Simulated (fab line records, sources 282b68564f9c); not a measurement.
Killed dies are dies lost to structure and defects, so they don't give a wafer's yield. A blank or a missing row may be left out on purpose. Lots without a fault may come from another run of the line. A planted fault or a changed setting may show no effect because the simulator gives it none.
Tool commonality check | flow rit_cmos | 10 lots, 30 wafers sampled

WHY IT WAS OPENED
At RIT_GATE_THK_MEAS_09 the reading GATE_POLY_THK is flagged on 1 of 10 lots. Wafers without a fault read 250.9 nm, standard deviation 2.2.
Rule: a lot is flagged when every wafer of it that has a number lies more than 4 standard deviations from that mean, or none has a number. The other lots count as sound.

lot  | measured    | on            | GATE_POLY_THK (nm), wafer by wafer | flag
L633 | day 2 16:55 | film_metro-03 | 250.7 251.8 251.7                  |
L634 | day 3 00:44 | film_metro-03 | 251.3 252.8 251.2                  |
L635 | day 3 03:38 | film_metro-04 | 247.7 246.3 246.2                  |
L636 | day 3 03:46 | film_metro-01 | 251.6 248.3 250.4                  |
L637 | day 3 16:12 | film_metro-03 | 248.3 251.3 250.7                  |
L638 | day 3 17:50 | film_metro-01 | 249.0 249.6 250.0                  |
L639 | day 3 23:23 | film_metro-04 | 250.0 251.8 249.5                  |
L641 | day 4 06:59 | film_metro-03 | 253.5 254.5 253.3                  |
L644 | day 4 23:26 | film_metro-04 | 198.7 199.0 200.7                  | FLAGGED
L646 | day 5 07:23 | film_metro-03 | 252.8 251.4 252.1                  |
The numbers of the flagged lots are 199.5 nm on average: -51.4 nm against the usual, or -23 standard deviations.

WHICH TOOL RAN EACH LOT
The record holds 2 process steps before the reading, out of a route of 202 steps. In each cell: the tool, then ch and the chambers that the sampled wafers went through, then the start.
lot  | flag    | RIT_ACTIVE_STRIP_14                 | RIT_GATE_CVD_08
L633 |         | plasma_asher-03 ch 0,1, day 1 16:43 | lpcvd-01 ch 0, day 2 15:16
L634 |         | plasma_asher-04 ch 0,1, day 1 21:54 | lpcvd-02 ch 0, day 2 22:18
L635 |         | plasma_asher-04 ch 0,1, day 2 02:15 | lpcvd-01 ch 0, day 3 02:01
L636 |         | plasma_asher-01 ch 0,1, day 2 06:48 | lpcvd-02 ch 0, day 3 02:08
L637 |         | plasma_asher-03 ch 0,1, day 2 11:13 | lpcvd-02 ch 1, day 3 14:35
L638 |         | plasma_asher-03 ch 0,1, day 2 16:26 | lpcvd-02 ch 0, day 3 16:12
L639 |         | plasma_asher-04 ch 0,1, day 2 23:44 | lpcvd-02 ch 1, day 3 21:45
L641 |         | plasma_asher-01 ch 0,1, day 3 06:59 | lpcvd-01 ch 1, day 4 05:22
L644 | FLAGGED | plasma_asher-01 ch 0,1, day 3 21:58 | lpcvd-02 ch 0, day 4 21:49
L646 |         | plasma_asher-04 ch 1, day 4 08:02   | lpcvd-01 ch 1, day 5 05:46
What these steps do:
- RIT_ACTIVE_STRIP_14: strips in O2, time 180 s.
- RIT_GATE_CVD_08: deposits poly-Si from SiH4, target thk 250 nm, time 2220 s.
- RIT_GATE_THK_MEAS_09

FLAGGED OVER TOTAL, TOOL BY TOOL (the gauges that took the reading come last)
step                 | tool            | lots run | flagged | share of the flagged lots | sound lots run after its first flagged lot
RIT_ACTIVE_STRIP_14  | plasma_asher-01 | 3        | 1       | all                       | 0
RIT_ACTIVE_STRIP_14  | plasma_asher-03 | 3        | 0       | none                      | -
RIT_ACTIVE_STRIP_14  | plasma_asher-04 | 4        | 0       | none                      | -
RIT_GATE_CVD_08      | lpcvd-01        | 4        | 0       | none                      | -
RIT_GATE_CVD_08      | lpcvd-02        | 6        | 1       | all                       | 0
RIT_GATE_THK_MEAS_09 | film_metro-01   | 2        | 0       | none                      | -
RIT_GATE_THK_MEAS_09 | film_metro-03   | 5        | 0       | none                      | -
RIT_GATE_THK_MEAS_09 | film_metro-04   | 3        | 1       | all                       | 0

WHAT THE TABLE ALLOWS
3 rows of the table ran every flagged lot: plasma_asher-01 at RIT_ACTIVE_STRIP_14, lpcvd-02 at RIT_GATE_CVD_08, film_metro-04 at RIT_GATE_THK_MEAS_09.
- plasma_asher-01 at RIT_ACTIVE_STRIP_14: 1 of its 3 lots flagged. Its last sound lot is L641 (day 3 06:59), its first flagged lot L644 (day 3 21:58): a fault that began between those two fits.
- lpcvd-02 at RIT_GATE_CVD_08: 1 of its 6 lots flagged. Its last sound lot is L639 (day 3 21:45), its first flagged lot L644 (day 4 21:49): a fault that began between those two fits. Its own readings lie more than 4 standard deviations out on every wafer of the flagged lots: spike_tc_centre_C, spike_tc_load_C, spike_tc_source_C.
- film_metro-04 at RIT_GATE_THK_MEAS_09: 1 of its 3 lots flagged. Its last sound lot is L639 (day 3 23:23), its first flagged lot L644 (day 4 23:26): a fault that began between those two fits.
Counting lots can't tell these 3 tools apart, because each fits a fault that began at some hour. More lots, or a look at what each step does to the wafer, might.

WHAT THE SIMULATOR HAD PUT IN
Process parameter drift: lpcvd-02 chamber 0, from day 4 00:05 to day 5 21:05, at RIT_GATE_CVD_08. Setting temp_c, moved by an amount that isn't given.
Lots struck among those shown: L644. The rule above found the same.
